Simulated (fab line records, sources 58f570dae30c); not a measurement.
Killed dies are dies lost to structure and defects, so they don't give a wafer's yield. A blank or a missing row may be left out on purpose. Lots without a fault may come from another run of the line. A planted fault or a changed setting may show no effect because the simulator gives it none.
Split-lot experiment | flow berkeley_cmos170 | 5 lots, 23 wafers read, on a route of 331 steps

THE SPLIT
At UCB170_V2_CMP_02 (polishes SiO2), the setting leave_above_ref_nm was moved away from the recipe's 1000 nm on 9 of the 23 wafers read, by -6.9% to +4.8%. The other wafers ran this setting at the recipe's value.

The file shows no step between the split and the reading.

THE READING
V2_POLISHED_THK, in nm, at UCB170_V2_THK_MEAS_04. Fault-free wafers of this fab line usually give 1000.2 nm, standard deviation 0.94 nm.

wafer  | tool, chamber at the split | leave_above_ref_nm as run, nm | against the recipe | V2_POLISHED_THK, nm | against lot-mates on the recipe
L075.1 | cmp-01, 2                  | 1000                          | recipe             | 1000.3              | -
L075.2 | cmp-01, 0                  | 935.5                         | -6.5%              | 934.3               | -65.8
L075.3 | cmp-01, 3                  | 935.5                         | -6.5%              | 935.6               | -64.5
L075.4 | cmp-01, 1                  | 1000                          | recipe             | 999.2               | -
L075.5 | cmp-01, 1                  | 1000                          | recipe             | 1000.9              | -
L076.1 | cmp-02, 2                  | 1000                          | recipe             | 999.6               | -
L076.3 | cmp-02, 1                  | 1000                          | recipe             | 999.4               | -
L076.4 | cmp-02, 0                  | 931.3                         | -6.9%              | 931.5               | -68.6
L076.5 | cmp-02, 0                  | 1000                          | recipe             | 1001.2              | -
L076.6 | cmp-02, 1                  | 931.3                         | -6.9%              | 933.0               | -67.1
L079.1 | cmp-01, 1,3                | 1048                          | +4.8%              | 1049.9              | +48.5
L079.2 | cmp-01, 0,1                | 1000                          | recipe             | 1000.8              | -
L079.3 | cmp-01, 1,3                | 1048                          | +4.8%              | 1049.2              | +47.8
L079.5 | cmp-01, 0,1                | 1000                          | recipe             | 1001.9              | -
L079.6 | cmp-01, 0                  | 1000                          | recipe             | 1001.5              | -
L078.1 | cmp-02, 3                  | 1000                          | recipe             | 999.4               | -
L078.3 | cmp-02, 1                  | 1000                          | recipe             | 1000.8              | -
L078.5 | cmp-02, 2                  | 1000                          | recipe             | 1000.3              | -
L082.1 | cmp-02, 0,2                | 941.5                         | -5.8%              | 940.3               | -59.8
L082.2 | cmp-02, 1                  | 1000                          | recipe             | 1000.8              | -
L082.3 | cmp-02, 0,2                | 941.5                         | -5.8%              | 939.5               | -60.6
L082.4 | cmp-02, 3                  | 1000                          | recipe             | 999.4               | -
L082.6 | cmp-02, 3                  | 941.5                         | -5.8%              | 939.9               | -60.2
Where a row lists several chambers, the file gives one row for several wafers and doesn't say which wafer went through which chamber.

THE FIT
A straight line over all 23 wafers: V2_POLISHED_THK changes by +10.2 nm for each +1% of leave_above_ref_nm; r = +1.00; the points scatter about the line by 1 nm.
The same after taking each lot's own level away (the mean of its wafers on the recipe; 23 wafers): +10.1 nm for each +1%; r = +1.00; scatter 0.91 nm.
On that fit, the largest move of leave_above_ref_nm shifts the reading by 69 nm.
The lots' own levels span 1000.07 to 1001.40 nm, that is 1.4 times the standard deviation above.
So the lot-to-lot level changes the slope little: the two slopes agree.
Check: with one of the wafers moved furthest among these (-6.9%) left out of the fit, the line predicts -69.4 nm for it against its lot-mates. It came out at -68.6 nm against them.

OTHER SPLITS ON THESE WAFERS
These wafers also went through other splits before the reading. Each is held against what the fit with the lots' levels taken away leaves over:
other split on the same wafers | wafers away from the commonest value | r with V2_POLISHED_THK (lot level and that fit taken away)
UCB170_M2_SPUTTER_01 time_s    | 8                                    | +0.26

THE WHOLE CHAIN: every reading that the file lists as answering this split, in the file's order
step                    | what it does                                                              | reading                                                                   | change (the file's fit)              | r (the file's)
UCB170_V2_CMP_02        | polishes SiO2                                                             | SiO2_of_V2_CVD_00.thk_nm (the simulator's own value, which no gauge read) | +10.1 nm for each +1% of the setting | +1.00
UCB170_V2_THK_MEAS_04   |                                                                           | V2_POLISHED_THK                                                           | +10.1 for each +1% of the setting    | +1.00
UCB170_V2_ETCH_14       | etches SiO2 in CHF3/CF4/Ar, stops on Al, target depth 1250 nm, time 291 s | V2.feature_depth_nm (the simulator's own value, which no gauge read)      | +10.1 nm for each +1% of the setting | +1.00
UCB170_V2_ETCH_14       | etches SiO2 in CHF3/CF4/Ar, stops on Al, target depth 1250 nm, time 291 s | etch.depth_nm (the simulator's own value, which no gauge read)            | +10.2 nm for each +1% of the setting | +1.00
UCB170_M3_METAL_ETCH_18 | etches Al in Cl2/BCl3, stops on SiO2, target depth 1170 nm, time 195 s    | SiO2_of_V2_CVD_00.thk_nm (the simulator's own value, which no gauge read) | +9.89 nm for each +1% of the setting | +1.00

THE FILE'S OWN FIT
V2_POLISHED_THK changes by +10.1 nm for each +1% of leave_above_ref_nm, r = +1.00.
